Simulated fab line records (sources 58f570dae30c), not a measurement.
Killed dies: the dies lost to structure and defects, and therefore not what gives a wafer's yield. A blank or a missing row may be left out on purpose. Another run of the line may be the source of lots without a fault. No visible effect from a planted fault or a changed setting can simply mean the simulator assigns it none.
What tool caused it? -- flow berkeley cmos170 -- route of 331 steps, sampled at 1 step: 6 lots, 18 wafers

WHAT THE GAUGES SHOWED, per wafer
UCB170_PLDD_OVL_MEAS_07.
lot,measured,on,PLDD_OVL (nm)
L315,day 6 17:22,overlay-02,-2 9 14
L317,day 7 04:55,overlay-02,-3 0 -2
L321,day 8 08:27,overlay-02,-2 8 0
L327,day 9 00:51,overlay-02,18 16 18
L328,day 9 11:58,overlay-01,10 7 4
L331,day 10 04:40,overlay-02,13 9 8

WHAT TOOL EACH LOT RAN ON (gives the tool, then ch and the chambers of the sampled wafers, and finally the start)
The record holds no process step before these readings.

THE ANSWER, worked out from the rows above alone
Rule: the lots themselves supply what counts as usual. The widest of any qualifying gaps counts: lots, ordered by their means at a reading, are off when they make up no more than a third of the lots, leave a main group of 4 or more, and stand apart from it by 3 or more times the standard deviation of that group's means. The tables above print the reading to a certain number of digits; a main group whose means all agree to those digits is not used. Also off: a lot with no number at a reading for which 4 or more lots have one. All remaining lots with rows at the step are treated as sound.
No lot is off at any reading shown: from this, nothing can be told.

WHAT WAS PUT IN BY THE SIMULATOR
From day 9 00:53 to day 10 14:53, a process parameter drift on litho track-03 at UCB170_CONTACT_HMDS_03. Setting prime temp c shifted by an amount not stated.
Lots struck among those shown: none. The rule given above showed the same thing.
